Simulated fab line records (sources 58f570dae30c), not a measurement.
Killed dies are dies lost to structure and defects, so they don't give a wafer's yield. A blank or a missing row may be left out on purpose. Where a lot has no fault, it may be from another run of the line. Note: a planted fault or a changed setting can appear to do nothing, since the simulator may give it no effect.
Struck lot and sound lot, side by side    flow berkeleyCmos170    14 steps out of a route of 331
Sound: wafers L248.2, L248.3, L248.5. Wafers struck: L259.3, L259.4, L259.5. The cause is given at the end.
Order at every step that has rows: each side's tool, ch and its chambers, its first start. Under that, the readings that differ: sound wafers    struck wafers    difference of the means    sigmas: that difference in standard deviations of wafers without a fault.
alike: words and numbers the same on both sides, and readings whose means are apart by under 2 such deviations; not compared: readings that were withheld, readings missing a value for some wafer, numbers with overlapping values and no deviation given by the record, and bounds like >300 which may hide the same value.
The two part at a step that has a row with sigmas, a row that says differs or no value, or rows on one side only. Numbers that have no deviation but don't overlap get no sigmas and don't part them. A reading that every wafer of one side lacks parts them only if that side has two wafers or more.

first, 3 steps without rows for these wafers: UCB170_SILICIDE_WET_ETCH_05 (etches Ti in SPM, time 45 s); UCB170_CONTACT_CLEAN_00 (cleans in SPM, time 600 s); UCB170_CONTACT_CVD_01 (deposits PSG from SiH4/O2/PH3, target thk 700 nm, time 2820 s).
UCB170_CONTACT_THK_MEAS_02:
  sound: filmMetro-02 at day 8 13:35; struck: filmMetro-03 at day 11 00:04
  alike: CONTACT_PSG_THK
then, 3 steps without rows for these wafers: UCB170_CONTACT_HMDS_03 (prime time 60 s); UCB170_CONTACT_COAT_04 (resist thk 900 nm); UCB170_CONTACT_SOFTBAKE_05 (time 60 s).
UCB170_CONTACT_STRIP_06: strips in O2.
  sound on plasmaAsher-04 ch 0,1, day 8 14:05; struck on plasmaAsher-01 ch 0,1, day 11 00:35
reading              sound              struck             difference  sigmas
oesProductAu (a.u.)  0.738 0.745 0.739  0.735 0.732 0.724  -0.010      -2
  alike: chamberPressureMTorr, drypumpMotorCurrentA, stripTimeToEndpointS
  not compared: rfHoursCounterH
then, 1 step without rows for these wafers: UCB170_CONTACT_CLEAN_07 (cleans in SPM, time 600 s).
UCB170_CONTACT_RTA_08: time 10 s.
  sound on rtpAnneal-01 ch 0, day 8 14:23; struck on rtpAnneal-01 ch 0, day 11 00:51
  alike: chamberO2Ppm, wafer_temp_C_max
then, 2 steps without rows for these wafers: UCB170_CONTACT_COAT_09; UCB170_CONTACT_COAT_10 (resist thk 900 nm).
UCB170_CONTACT_SOFTBAKE_11: time 60 s.
  sound on lithoTrack-04 ch 0, day 8 14:00; struck on lithoTrack-01 ch 0, day 11 01:00
reading                sound              struck             difference  sigmas
heaterPowerTotalW (W)  56.77 56.72 56.74  58.56 58.51 58.53  +1.79       +40
runLengthS (s)         89.29 89.43 89.44  83.13 82.85 82.70  -6.49       -25
then, 1 step without rows for these wafers: UCB170_CONTACT_EXPOSE_12 (exposes mask CONT, target cd 700 nm).

WHERE THEY PART
At UCB170_CONTACT_STRIP_06 first; at UCB170_CONTACT_SOFTBAKE_11 last (within this record only).

WHY: whatever the simulator had introduced
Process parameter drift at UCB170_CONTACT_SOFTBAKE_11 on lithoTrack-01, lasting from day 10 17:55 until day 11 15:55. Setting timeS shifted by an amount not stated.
